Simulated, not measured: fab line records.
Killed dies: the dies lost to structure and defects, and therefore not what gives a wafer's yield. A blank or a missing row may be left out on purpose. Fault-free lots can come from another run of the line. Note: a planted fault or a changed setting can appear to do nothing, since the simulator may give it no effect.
Split-lot experiment || flow ritCmos || 5 lots, 23 wafers read, on a route of 202 steps

== ABOUT THE SPLIT ==
At RIT_NSD_SOFTBAKE_02 (time 60 s), the setting tempC was moved away from the recipe's 90 C on 5 of the 23 wafers read, by -2.7% to -2.6%. The other wafers ran this setting at the recipe's value.

== FROM THE SPLIT TO THE READING: what the file shows between them, 2 steps ==
- RIT_NSD_EXPOSE_03: exposes mask M9, target cd 40700 nm
- RIT_NSD_PEB_04

== THE READING ==
NOVOLAK_of_NSD_COAT_01.thkNm (the simulator's own value, which no gauge read), in nm, at RIT_NSD_DEVELOP_05 (develop time 50 s). The file gives no usual value for it. Here, 18 wafers ran the recipe; their average is 1002.7 nm with a standard deviation of 2.1 nm.

{"wafer": "L074.1", "tool, chamber at the split": "lithoTrack-01, 0", "tempC as run, C": 90, "against the recipe": "recipe", "NOVOLAK_of_NSD_COAT_01.thkNm, nm": 1002, "against lot-mates on the recipe": "-"}
{"wafer": "L074.4", "tool, chamber at the split": "lithoTrack-01, 0", "tempC as run, C": 90, "against the recipe": "recipe", "NOVOLAK_of_NSD_COAT_01.thkNm, nm": 1005, "against lot-mates on the recipe": "-"}
{"wafer": "L074.5", "tool, chamber at the split": "lithoTrack-01, 0", "tempC as run, C": 90, "against the recipe": "recipe", "NOVOLAK_of_NSD_COAT_01.thkNm, nm": 1003, "against lot-mates on the recipe": "-"}
{"wafer": "L076.1", "tool, chamber at the split": "lithoTrack-04, 0", "tempC as run, C": 90, "against the recipe": "recipe", "NOVOLAK_of_NSD_COAT_01.thkNm, nm": 1005, "against lot-mates on the recipe": "-"}
{"wafer": "L076.2", "tool, chamber at the split": "lithoTrack-04, 0", "tempC as run, C": 90, "against the recipe": "recipe", "NOVOLAK_of_NSD_COAT_01.thkNm, nm": 1005, "against lot-mates on the recipe": "-"}
{"wafer": "L076.4", "tool, chamber at the split": "lithoTrack-04, 0", "tempC as run, C": 90, "against the recipe": "recipe", "NOVOLAK_of_NSD_COAT_01.thkNm, nm": 1001, "against lot-mates on the recipe": "-"}
{"wafer": "L076.5", "tool, chamber at the split": "lithoTrack-04, 0", "tempC as run, C": 90, "against the recipe": "recipe", "NOVOLAK_of_NSD_COAT_01.thkNm, nm": 1003, "against lot-mates on the recipe": "-"}
{"wafer": "L076.6", "tool, chamber at the split": "lithoTrack-04, 0", "tempC as run, C": 90, "against the recipe": "recipe", "NOVOLAK_of_NSD_COAT_01.thkNm, nm": 1003, "against lot-mates on the recipe": "-"}
{"wafer": "L077.1", "tool, chamber at the split": "lithoTrack-03, 0", "tempC as run, C": 90, "against the recipe": "recipe", "NOVOLAK_of_NSD_COAT_01.thkNm, nm": 999.8, "against lot-mates on the recipe": "-"}
{"wafer": "L077.2", "tool, chamber at the split": "lithoTrack-03, 0", "tempC as run, C": 87.6, "against the recipe": "-2.7%", "NOVOLAK_of_NSD_COAT_01.thkNm, nm": 1008, "against lot-mates on the recipe": "+9.6"}
{"wafer": "L077.3", "tool, chamber at the split": "lithoTrack-03, 0", "tempC as run, C": 87.6, "against the recipe": "-2.7%", "NOVOLAK_of_NSD_COAT_01.thkNm, nm": 1005, "against lot-mates on the recipe": "+6.6"}
{"wafer": "L077.4", "tool, chamber at the split": "lithoTrack-03, 0", "tempC as run, C": 87.6, "against the recipe": "-2.7%", "NOVOLAK_of_NSD_COAT_01.thkNm, nm": 1009, "against lot-mates on the recipe": "+10.6"}
{"wafer": "L077.5", "tool, chamber at the split": "lithoTrack-03, 0", "tempC as run, C": 90, "against the recipe": "recipe", "NOVOLAK_of_NSD_COAT_01.thkNm, nm": 997, "against lot-mates on the recipe": "-"}
{"wafer": "L079.1", "tool, chamber at the split": "lithoTrack-04, 0", "tempC as run, C": 87.69, "against the recipe": "-2.6%", "NOVOLAK_of_NSD_COAT_01.thkNm, nm": 1009, "against lot-mates on the recipe": "+7.0"}
{"wafer": "L079.6", "tool, chamber at the split": "lithoTrack-04, 0", "tempC as run, C": 87.69, "against the recipe": "-2.6%", "NOVOLAK_of_NSD_COAT_01.thkNm, nm": 1009, "against lot-mates on the recipe": "+7.0"}
{"wafer": "L079.3", "tool, chamber at the split": "lithoTrack-04, 0", "tempC as run, C": 90, "against the recipe": "recipe", "NOVOLAK_of_NSD_COAT_01.thkNm, nm": 1003, "against lot-mates on the recipe": "-"}
{"wafer": "L079.4", "tool, chamber at the split": "lithoTrack-04, 0", "tempC as run, C": 90, "against the recipe": "recipe", "NOVOLAK_of_NSD_COAT_01.thkNm, nm": 1002, "against lot-mates on the recipe": "-"}
{"wafer": "L079.5", "tool, chamber at the split": "lithoTrack-04, 0", "tempC as run, C": 90, "against the recipe": "recipe", "NOVOLAK_of_NSD_COAT_01.thkNm, nm": 1001, "against lot-mates on the recipe": "-"}
{"wafer": "L083.1", "tool, chamber at the split": "lithoTrack-04, 0", "tempC as run, C": 90, "against the recipe": "recipe", "NOVOLAK_of_NSD_COAT_01.thkNm, nm": 1003, "against lot-mates on the recipe": "-"}
{"wafer": "L083.2", "tool, chamber at the split": "lithoTrack-04, 0", "tempC as run, C": 90, "against the recipe": "recipe", "NOVOLAK_of_NSD_COAT_01.thkNm, nm": 1003, "against lot-mates on the recipe": "-"}
{"wafer": "L083.3", "tool, chamber at the split": "lithoTrack-04, 0", "tempC as run, C": 90, "against the recipe": "recipe", "NOVOLAK_of_NSD_COAT_01.thkNm, nm": 1004, "against lot-mates on the recipe": "-"}
{"wafer": "L083.4", "tool, chamber at the split": "lithoTrack-04, 0", "tempC as run, C": 90, "against the recipe": "recipe", "NOVOLAK_of_NSD_COAT_01.thkNm, nm": 1006, "against lot-mates on the recipe": "-"}
{"wafer": "L083.5", "tool, chamber at the split": "lithoTrack-04, 0", "tempC as run, C": 90, "against the recipe": "recipe", "NOVOLAK_of_NSD_COAT_01.thkNm, nm": 1002, "against lot-mates on the recipe": "-"}

THE FIT
A straight line over all 23 wafers: NOVOLAK_of_NSD_COAT_01.thkNm changes by -2.03 nm for each +1% of tempC; r = -0.74; the points scatter about the line by 2.1 nm.
The same after taking each lot's own level away (the mean of its wafers on the recipe; 23 wafers): -3.11 nm for each +1%; r = -0.93; scatter 1.4 nm.
The reading moves by 8.3 nm for the largest change in tempC, on that fit.
Across the lots, their own levels run from 998.40 to 1003.60 nm, a range of 2.5 times the standard deviation given above.
So the lot-to-lot level blurs the effect unless lot-mates are compared.
Check: +7.96 nm against its lot-mates is what the line predicts for one of the wafers moved furthest among these (-2.7%) when that wafer is left out of the fit. It came out at +9.6 nm against them.

== FILE'S OWN FIT ==
NOVOLAK_of_NSD_COAT_01.thkNm changes by -3.03 nm for each +1% of tempC, r = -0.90.
